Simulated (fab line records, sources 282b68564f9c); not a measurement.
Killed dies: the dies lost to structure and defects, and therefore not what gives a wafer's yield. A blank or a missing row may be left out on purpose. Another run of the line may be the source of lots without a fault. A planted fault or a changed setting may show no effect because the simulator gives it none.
Which tool did it? | flow rit cmos | Sampling: 13 lots, 39 wafers, 6 of 202 route steps

WHAT THE GAUGES SHOWED, per wafer
RIT_PWELL_TW_MEAS_10. Usual: for PWELL_TW the level is 957 and the standard deviation is 5.2.
lot  | measured    | on            | PWELL_TW    | flag
L328 | day 1 22:22 | film metro-04 | 955 961 948 |
L329 | day 2 04:59 | film metro-02 | 962 962 961 |
L330 | day 2 09:07 | film metro-02 | 960 958 960 |
L331 | day 2 15:34 | film metro-03 | 947 949 953 |
L332 | day 2 19:11 | film metro-03 | 950 953 949 |
L333 | day 3 00:11 | film metro-02 | 961 960 959 |
L334 | day 3 04:25 | film metro-03 | 953 953 956 |
L342 | day 4 21:36 | film metro-04 | 962 960 959 |
L346 | day 5 17:22 | film metro-02 | 956 953 956 |
L348 | day 6 02:59 | film metro-03 | 959 960 962 |
L349 | day 6 08:01 | film metro-02 | 961 964 957 |
L350 | day 6 13:20 | film metro-02 | 962 960 953 |
L351 | day 6 17:30 | film metro-03 | 963 962 963 |

RIT_NLDD_TW_MEAS_10. Usual: for NLDD_TW the level is 2495 and the standard deviation is 16.
lot  | measured    | on            | NLDD_TW        | flag
L328 | day 2 17:22 | film metro-04 | 2506 2496 2525 |
L329 | day 2 23:47 | film metro-04 | 2508 2521 2503 |
L330 | day 3 04:20 | film metro-02 | 2511 2508 2512 |
L331 | day 3 09:50 | film metro-02 | 2517 2504 2519 |
L332 | day 3 14:25 | film metro-01 | 2314 2464 2345 | OFF
L333 | day 3 18:21 | film metro-01 | 2473 2470 2468 |
L334 | day 3 23:02 | film metro-01 | 2473 2475 2479 |
L342 | day 5 16:37 | film metro-02 | 2508 2496 2503 |
L346 | day 6 12:02 | film metro-04 | 2508 2506 2524 |
L348 | day 6 22:26 | film metro-04 | 2505 2519 2520 |
L349 | day 7 02:37 | film metro-02 | 2495 2500 2501 |
L350 | day 7 07:46 | film metro-02 | 2498 2516 2509 |
L351 | day 7 12:09 | film metro-01 | 2497 2489 2489 |

RIT_SDANNEAL_RS_MEAS_07: uses a four-point probe to measure. Usual: for NLDD_RS the level is 151.8 ohm/sq and the standard deviation is 0.5.
lot  | measured    | on            | NLDD_RS (ohm/sq)  | flag
L328 | day 3 01:14 | film metro-04 | 152.6 152.3 152.5 |
L329 | day 3 07:25 | film metro-04 | 152.8 152.4 152.9 |
L330 | day 3 12:19 | film metro-02 | 152.0 152.0 152.4 |
L331 | day 3 18:12 | film metro-04 | 152.0 151.6 151.8 |
L332 | day 3 22:07 | film metro-01 | - - -             | OFF
L333 | day 4 02:20 | film metro-04 | 152.3 152.1 152.5 |
L334 | day 4 06:58 | film metro-04 | 151.8 151.3 151.6 |
L342 | day 6 00:22 | film metro-02 | 151.1 151.6 151.2 |
L346 | day 6 19:47 | film metro-01 | 150.8 151.4 150.8 |
L348 | day 7 06:24 | film metro-01 | 152.2 152.3 152.1 |
L349 | day 7 10:31 | film metro-04 | 152.0 152.2 152.3 |
L350 | day 7 15:23 | film metro-04 | 151.9 151.9 151.5 |
L351 | day 7 19:55 | film metro-02 | 152.1 151.4 152.0 |

WHICH TOOL RAN EACH LOT (tool, then ch and the chambers of the sampled wafers, then the start)
lot  | RIT_PRETRO_STRIP_09                 | RIT_NLDD_IMPLANT_08            | RIT_NSD_STRIP_09
L328 | plasma asher-04 ch 0,1, day 2 06:55 | implanter-03 ch 0, day 2 17:04 | plasma asher-04 ch 0,1, day 2 22:34
L329 | plasma asher-03 ch 0,1, day 2 13:16 | implanter-04 ch 0, day 2 23:31 | plasma asher-03 ch 0,1, day 3 04:59
L330 | plasma asher-04 ch 0,1, day 2 17:29 | implanter-03 ch 0, day 3 04:01 | plasma asher-03 ch 0,1, day 3 09:52
L331 | plasma asher-03 ch 0,1, day 2 23:59 | implanter-04 ch 0, day 3 09:32 | plasma asher-03 ch 0,1, day 3 15:26
L332 | plasma asher-02 ch 0,1, day 3 03:36 | implanter-03 ch 0, day 3 14:06 | plasma asher-02 ch 1, day 3 19:40
L333 | plasma asher-02 ch 0,1, day 3 08:33 | implanter-04 ch 0, day 3 18:02 | plasma asher-04 ch 0,1, day 3 23:50
L334 | plasma asher-02 ch 0,1, day 3 12:47 | implanter-02 ch 0, day 3 22:42 | plasma asher-03 ch 0,1, day 4 04:28
L342 | plasma asher-04 ch 0,1, day 5 06:01 | implanter-04 ch 0, day 5 16:20 | plasma asher-03 ch 0,1, day 5 21:49
L346 | plasma asher-03 ch 0,1, day 6 02:08 | implanter-02 ch 0, day 6 11:44 | plasma asher-02 ch 0,1, day 6 17:21
L348 | plasma asher-04 ch 0,1, day 6 11:47 | implanter-02 ch 0, day 6 22:08 | plasma asher-04 ch 0,1, day 7 03:49
L349 | plasma asher-04 ch 0,1, day 6 16:46 | implanter-02 ch 0, day 7 02:19 | plasma asher-02 ch 0,1, day 7 07:56
L350 | plasma asher-04 ch 0,1, day 6 21:43 | implanter-02 ch 0, day 7 07:26 | plasma asher-04 ch 0,1, day 7 12:56
L351 | plasma asher-02 ch 0,1, day 7 01:52 | implanter-03 ch 0, day 7 11:49 | plasma asher-02 ch 0,1, day 7 17:28
- RIT_PRETRO_STRIP_09: strips in O2, time 180 s.
- RIT_NLDD_IMPLANT_08
- RIT_NSD_STRIP_09: strips in O2, time 180 s.

WHAT THE TOOLS THEMSELVES READ (means of the sampled wafers that have a number; where no wafer has one, the mark that the record gives instead)
RIT_PRETRO_STRIP_09. Usual: drypump motor current A 5.5 A, standard deviation 0.61; rf refl power W 7.7 W, standard deviation 0.97.
lot  | tool            | drypump motor current A (A) | rf refl power W (W) | flag
L328 | plasma asher-04 | 5.0                         | 7.4                 |
L329 | plasma asher-03 | 5.6                         | 7.4                 |
L330 | plasma asher-04 | 5.4                         | 7.8                 |
L331 | plasma asher-03 | 5.6                         | 8.5                 |
L332 | plasma asher-02 | 5.7                         | 7.2                 |
L333 | plasma asher-02 | 6.2                         | 7.7                 |
L334 | plasma asher-02 | 5.7                         | 7.4                 |
L342 | plasma asher-04 | 5.4                         | 8.3                 |
L346 | plasma asher-03 | 5.6                         | 8.5                 |
L348 | plasma asher-04 | 5.4                         | 8.1                 |
L349 | plasma asher-04 | 5.4                         | 8.1                 |
L350 | plasma asher-04 | 5.0                         | 7.5                 |
L351 | plasma asher-02 | 5.7                         | 7.5                 |

RIT_NLDD_IMPLANT_08. Usual: beam on s 10.00 s, standard deviation 0.2; faraday current uA 1572, standard deviation 32.
lot  | tool         | beam on s (s) | faraday current uA | flag
L328 | implanter-03 | 10.05         | 1569               |
L329 | implanter-04 | 9.98          | 1573               |
L330 | implanter-03 | 9.97          | 1581               |
L331 | implanter-04 | 9.95          | 1582               |
L332 | implanter-03 | 9.93          | 1582               |
L333 | implanter-04 | 9.93          | 1581               |
L334 | implanter-02 | 10.05         | 1567               |
L342 | implanter-04 | 10.12         | 1556               |
L346 | implanter-02 | 9.73          | 1609               |
L348 | implanter-02 | 10.02         | 1570               |
L349 | implanter-02 | 10.08         | 1562               |
L350 | implanter-02 | 9.89          | 1595               |
L351 | implanter-03 | 10.10         | 1560               |

RIT_NSD_STRIP_09. Usual: drypump motor current A 5.7 A, standard deviation 0.6; rf refl power W 7.7 W, standard deviation 0.97.
lot  | tool            | drypump motor current A (A) | rf refl power W (W) | flag
L328 | plasma asher-04 | 5.0                         | 7.4                 |
L329 | plasma asher-03 | 5.6                         | 7.5                 |
L330 | plasma asher-03 | 5.6                         | 8.5                 |
L331 | plasma asher-03 | 5.7                         | 7.3                 |
L332 | plasma asher-02 | 6.6                         | 7.9                 |
L333 | plasma asher-04 | 5.4                         | 7.8                 |
L334 | plasma asher-03 | 5.6                         | 8.0                 |
L342 | plasma asher-03 | 5.7                         | 8.4                 |
L346 | plasma asher-02 | 5.7                         | 7.3                 |
L348 | plasma asher-04 | 5.4                         | 8.1                 |
L349 | plasma asher-02 | 6.2                         | 7.8                 |
L350 | plasma asher-04 | 5.0                         | 7.6                 |
L351 | plasma asher-02 | 6.2                         | 7.6                 |

THE ANSWER, worked out from the rows above alone
Rule: a lot is off if the mean of its wafers that have a number lies more than 3 standard deviations from the usual mean. Also off: a lot with no number at a reading for which 4 or more lots have one. Where the step has rows for the other lots, those lots are counted as sound. Order of review: gauges by route order, followed by the tools' own readings, for which a lot's mean as printed above is used. The first step at which some lot is off is used, and at that step the reading that is off furthest; a lot without a number counts as furthest.
Off: L332, at RIT_NLDD_TW_MEAS_10 (NLDD_TW).
A tool fits if, at a process step before that reading, it ran every lot that is off, and no sound lot after the first of them. Those tools and the gauges at RIT_NLDD_TW_MEAS_10 are tried in the same way. No candidate that was tried fits.

WHAT WAS PUT IN BY THE SIMULATOR
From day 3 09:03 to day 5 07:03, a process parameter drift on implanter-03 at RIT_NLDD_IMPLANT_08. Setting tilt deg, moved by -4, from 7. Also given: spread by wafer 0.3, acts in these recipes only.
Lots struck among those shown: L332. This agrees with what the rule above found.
